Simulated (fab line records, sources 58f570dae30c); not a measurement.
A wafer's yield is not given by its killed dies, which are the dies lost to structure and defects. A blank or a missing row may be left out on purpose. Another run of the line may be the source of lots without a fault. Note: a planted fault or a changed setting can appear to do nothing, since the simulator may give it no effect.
Split-lot experiment / flow berkeley_cmos170 / 5 lots, 23 wafers read, on a route of 331 steps

## ON THE SPLIT
At UCB170_NSD_EXPOSE_03 (exposes mask NSELECT MOD, target cd 1200 nm), the setting dose_mj was moved away from the recipe's 30 on 11 of the 23 wafers read, by -6.5% to +4.2%. This setting was run at the recipe's value on the other wafers.

## FROM THE SPLIT TO THE READING: what the file shows between them, 2 steps
- UCB170_NSD_PEB_04
- UCB170_NSD_DEVELOP_05: develop time 45 s

## THE READING
cd_nm at UCB170_NSD_CD_MEAS_06, given in nm (cd target 1200 nm). A value of 1199.8 nm with a standard deviation of 1.2 nm is what fault-free wafers of this fab line usually give.

wafer=L074.1; tool, chamber at the split=krf_scanner-01, 0; dose_mj as run=28.13; against the recipe=-6.2%; cd_nm, nm=1190.6; against lot-mates on the recipe=-10.5
wafer=L074.3; tool, chamber at the split=krf_scanner-01, 0; dose_mj as run=28.13; against the recipe=-6.2%; cd_nm, nm=1189.7; against lot-mates on the recipe=-11.4
wafer=L074.4; tool, chamber at the split=krf_scanner-01, 0; dose_mj as run=30; against the recipe=recipe; cd_nm, nm=1201.4; against lot-mates on the recipe=-
wafer=L074.5; tool, chamber at the split=krf_scanner-01, 0; dose_mj as run=28.13; against the recipe=-6.2%; cd_nm, nm=1189.8; against lot-mates on the recipe=-11.3
wafer=L074.6; tool, chamber at the split=krf_scanner-01, 0; dose_mj as run=30; against the recipe=recipe; cd_nm, nm=1200.8; against lot-mates on the recipe=-
wafer=L082.2; tool, chamber at the split=krf_scanner-02, 0; dose_mj as run=31.25; against the recipe=+4.2%; cd_nm, nm=1205.6; against lot-mates on the recipe=+6.2
wafer=L082.3; tool, chamber at the split=krf_scanner-02, 0; dose_mj as run=30; against the recipe=recipe; cd_nm, nm=1200.2; against lot-mates on the recipe=-
wafer=L082.4; tool, chamber at the split=krf_scanner-02, 0; dose_mj as run=31.25; against the recipe=+4.2%; cd_nm, nm=1207.4; against lot-mates on the recipe=+8.1
wafer=L082.5; tool, chamber at the split=krf_scanner-02, 0; dose_mj as run=31.25; against the recipe=+4.2%; cd_nm, nm=1207.7; against lot-mates on the recipe=+8.4
wafer=L082.6; tool, chamber at the split=krf_scanner-02, 0; dose_mj as run=30; against the recipe=recipe; cd_nm, nm=1198.5; against lot-mates on the recipe=-
wafer=L083.1; tool, chamber at the split=krf_scanner-01, 0; dose_mj as run=28.04; against the recipe=-6.5%; cd_nm, nm=1187.9; against lot-mates on the recipe=-14.1
wafer=L083.2; tool, chamber at the split=krf_scanner-01, 0; dose_mj as run=28.04; against the recipe=-6.5%; cd_nm, nm=1189.0; against lot-mates on the recipe=-13.0
wafer=L083.4; tool, chamber at the split=krf_scanner-01, 0; dose_mj as run=30; against the recipe=recipe; cd_nm, nm=1201.3; against lot-mates on the recipe=-
wafer=L083.5; tool, chamber at the split=krf_scanner-01, 0; dose_mj as run=28.04; against the recipe=-6.5%; cd_nm, nm=1189.3; against lot-mates on the recipe=-12.7
wafer=L083.6; tool, chamber at the split=krf_scanner-01, 0; dose_mj as run=30; against the recipe=recipe; cd_nm, nm=1202.7; against lot-mates on the recipe=-
wafer=L084.3; tool, chamber at the split=krf_scanner-02, 0; dose_mj as run=30; against the recipe=recipe; cd_nm, nm=1198.8; against lot-mates on the recipe=-
wafer=L084.5; tool, chamber at the split=krf_scanner-02, 0; dose_mj as run=30; against the recipe=recipe; cd_nm, nm=1199.9; against lot-mates on the recipe=-
wafer=L084.6; tool, chamber at the split=krf_scanner-02, 0; dose_mj as run=30; against the recipe=recipe; cd_nm, nm=1200.1; against lot-mates on the recipe=-
wafer=L085.1; tool, chamber at the split=krf_scanner-02, 0; dose_mj as run=30; against the recipe=recipe; cd_nm, nm=1199.2; against lot-mates on the recipe=-
wafer=L085.3; tool, chamber at the split=krf_scanner-02, 0; dose_mj as run=30; against the recipe=recipe; cd_nm, nm=1198.6; against lot-mates on the recipe=-
wafer=L085.4; tool, chamber at the split=krf_scanner-02, 0; dose_mj as run=31.06; against the recipe=+3.5%; cd_nm, nm=1204.9; against lot-mates on the recipe=+5.9
wafer=L085.5; tool, chamber at the split=krf_scanner-02, 0; dose_mj as run=31.06; against the recipe=+3.5%; cd_nm, nm=1204.7; against lot-mates on the recipe=+5.7
wafer=L085.6; tool, chamber at the split=krf_scanner-02, 0; dose_mj as run=30; against the recipe=recipe; cd_nm, nm=1199.1; against lot-mates on the recipe=-

FIT RESULTS
A straight line over all 23 wafers: cd_nm changes by +1.63 nm for each +1% of dose_mj; r = +0.98; the points scatter about the line by 1.1 nm.
The same after taking each lot's own level away (the mean of its wafers on the recipe; 23 wafers): +1.86 nm for each +1%; r = +0.99; scatter 0.79 nm.
On that fit, the largest move of dose_mj shifts the reading by 12 nm.
The lots' own levels span 1198.97 to 1202.00 nm, that is 2.5 times the standard deviation above.
Hence the slope depends on the lot-to-lot level, as the two fits are not the same.
Check: with one of the wafers moved furthest among these (-6.5%) left out of the fit, the line predicts -12 nm for it against its lot-mates. It came out at -14.1 nm against them.

## OTHER SPLITS APPLIED TO THESE WAFERS
Note: prior to the reading, these wafers also went through further splits. Each is held against what the fit with the lots' levels taken away leaves over:
other split on the same wafers=UCB170_NWELL_OXIDATION_01 temp_c; wafers away from the commonest value=18; r with cd_nm (lot level and that fit taken away)=-0.40
other split on the same wafers=UCB170_NWELL_PEB_10 peb_temp_c; wafers away from the commonest value=10; r with cd_nm (lot level and that fit taken away)=-0.42
other split on the same wafers=UCB170_ACTIVE_OXIDATION_02 ox_time_s; wafers away from the commonest value=10; r with cd_nm (lot level and that fit taken away)=+0.31
other split on the same wafers=UCB170_FIELD_OXIDATION_01 ox_time_s; wafers away from the commonest value=15; r with cd_nm (lot level and that fit taken away)=-0.29
other split on the same wafers=UCB170_PVT_STRIP_08 o2_flow_sccm; wafers away from the commonest value=9; r with cd_nm (lot level and that fit taken away)=+0.39
other split on the same wafers=UCB170_NLDD_IMPLANT_09 energy_kev; wafers away from the commonest value=11; r with cd_nm (lot level and that fit taken away)=-0.12

## FILE'S OWN FIT
cd_nm changes by +1.86 nm for each +1% of dose_mj, r = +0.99.
